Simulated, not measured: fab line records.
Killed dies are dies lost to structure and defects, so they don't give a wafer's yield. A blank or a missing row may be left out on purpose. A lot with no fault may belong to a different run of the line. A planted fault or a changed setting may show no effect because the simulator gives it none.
A lot that was struck, set against a sound lot :: flow ritCmos :: 18 out of 202 route steps
Sound: these wafers, L404.1, L404.5, L404.6. Wafers struck: L414.4, L414.5, L414.6. At the end, the cause is stated.
Per side, at each step with rows, come the tool, then ch with its chambers, and then its first start. Under that, the readings that differ: sound wafers :: struck wafers :: difference of the means :: sigmas: that difference in standard deviations of wafers without a fault.
alike: readings whose means differ by less than 2 such deviations, and words and numbers that are the same on both sides. not compared: withheld readings, readings that some wafer has no value for, bounds like >300 that may hide the same value, and numbers for which the record gives no deviation and whose values overlap.
Wherever a step has rows on one side only, a row that says differs or no value, or a row with sigmas, the two part there. Non-overlapping numbers with no deviation appear without sigmas and do not part them. A reading that every wafer of one side lacks parts them only if that side has two wafers or more.

first, 4 steps without rows for these wafers: RIT_NRETRO_SOFTBAKE_02 (time 60 s); RIT_NRETRO_EXPOSE_03 (exposes mask M4, target cd 43900 nm); RIT_NRETRO_PEB_04; RIT_NRETRO_DEVELOP_05 (develop time 68 s).
RIT_NRETRO_OVL_MEAS_06:
  struck on overlay-01, day 4 07:46; sound on overlay-01, day 2 06:01
  alike: NRETRO_OVL
then, 2 steps without rows for these wafers: RIT_NRETRO_HARDBAKE_07 (time 120 s); RIT_NRETRO_IMPLANT_08.
RIT_NRETRO_STRIP_09: strips in O2, time 180 s.
  sound on plasmaAsher-03 ch 0,1, day 2 06:27; struck on plasmaAsher-01 ch 0,1, day 4 08:15
  alike: chamberPressureMTorr, drypumpMotorCurrentA
  not compared: rfHoursCounterH
RIT_NRETRO_TW_MEAS_10:
  struck on filmMetro-04, day 4 08:24; sound on filmMetro-01, day 2 06:37
  alike: NRETRO_TW
then, 3 steps without rows for these wafers: RIT_PRETRO_HMDS_00 (prime time 60 s); RIT_PRETRO_COAT_01 (resist thk 1300 nm); RIT_PRETRO_SOFTBAKE_02 (time 60 s).
RIT_PRETRO_EXPOSE_03: exposes mask M5, target cd 43700 nm.
  sound on ilineStepper-02 ch 0, day 2 07:08; struck on ilineStepper-01 ch 0, day 4 08:56
reading: model.PRETRO.overlayXNm (nm)
sound: 0.4401 0.4401 0.4401
struck: 7872 7872 7872
difference: +7872
sigmas: 
  alike: mask, reticleTempC
then, 2 steps without rows for these wafers: RIT_PRETRO_PEB_04; RIT_PRETRO_DEVELOP_05 (develop time 68 s).
RIT_PRETRO_OVL_MEAS_06:
  struck on overlay-02, day 4 09:20; sound on overlay-02, day 2 07:34
reading: PRETRO_OVL (nm)
sound: 2.2 -0.3 0.5
struck: - - -
difference: no value on the struck wafers
sigmas: 
then, 1 step without rows for these wafers: RIT_PRETRO_HARDBAKE_07 (time 120 s).
RIT_M1_PROBE_99:
  struck on prober-01, day 5 14:59; sound on prober-01, day 3 10:28
reading: killedAtFrontEnd
sound: 5 5 15
struck: 264 264 264
difference: +256
sigmas: +95

reading: killedDies
sound: 5 5 15
struck: 264 264 264
difference: +256
sigmas: +95

reading: killedOnRim
sound: 1 2 5
struck: 70 70 70
difference: +67
sigmas: +61

reading: model.etest.pmos_0p3.rOnOhmUm
sound: 6367 6338 6359
struck: 5276 5252 5239
difference: -1099
sigmas: 

reading: model.etest.pmosTurned.rOnOhmUm
sound: 3552 3590 3549
struck: 3031 2994 2988
difference: -559
sigmas: 

reading: model.etest.pmos_0p15.rOnOhmUm
sound: 2845 2870 2873
struck: 2521 2521 2512
difference: -345
sigmas: 

reading: model.etest.nmos_0p3.rOnOhmUm
sound: 2171 2143 2160
struck: 1789 1787 1788
difference: -370
sigmas: 

reading: model.etest.nmosTurned.driveUaUm
sound: 321.8 317.4 322.2
struck: 475.4 483.4 476.1
difference: +157.8
sigmas: 

reading: model.etest.nmos_0p15.rOnOhmUm
sound: 1178 1165 1154
struck: 1011 1028 1021
difference: -146
sigmas: 

reading: model.etest.nmos_0p15.driveUaUm
sound: 470.7 466.5 466.1
struck: 590 592.2 592
difference: +124
sigmas: 

reading: model.etest.pmos_0p15.driveUaUm
sound: 253.3 248.5 247.9
struck: 331.3 331.2 331.3
difference: +81.4
sigmas: 
  alike: killed_at_M0_to_M3, killedAtContacts, killedOpen, killedShort

## WHERE THEY PART
Last at RIT_M1_PROBE_99 as far as this record goes, first at RIT_PRETRO_OVL_MEAS_06.

WHY: what had been put in by the simulator
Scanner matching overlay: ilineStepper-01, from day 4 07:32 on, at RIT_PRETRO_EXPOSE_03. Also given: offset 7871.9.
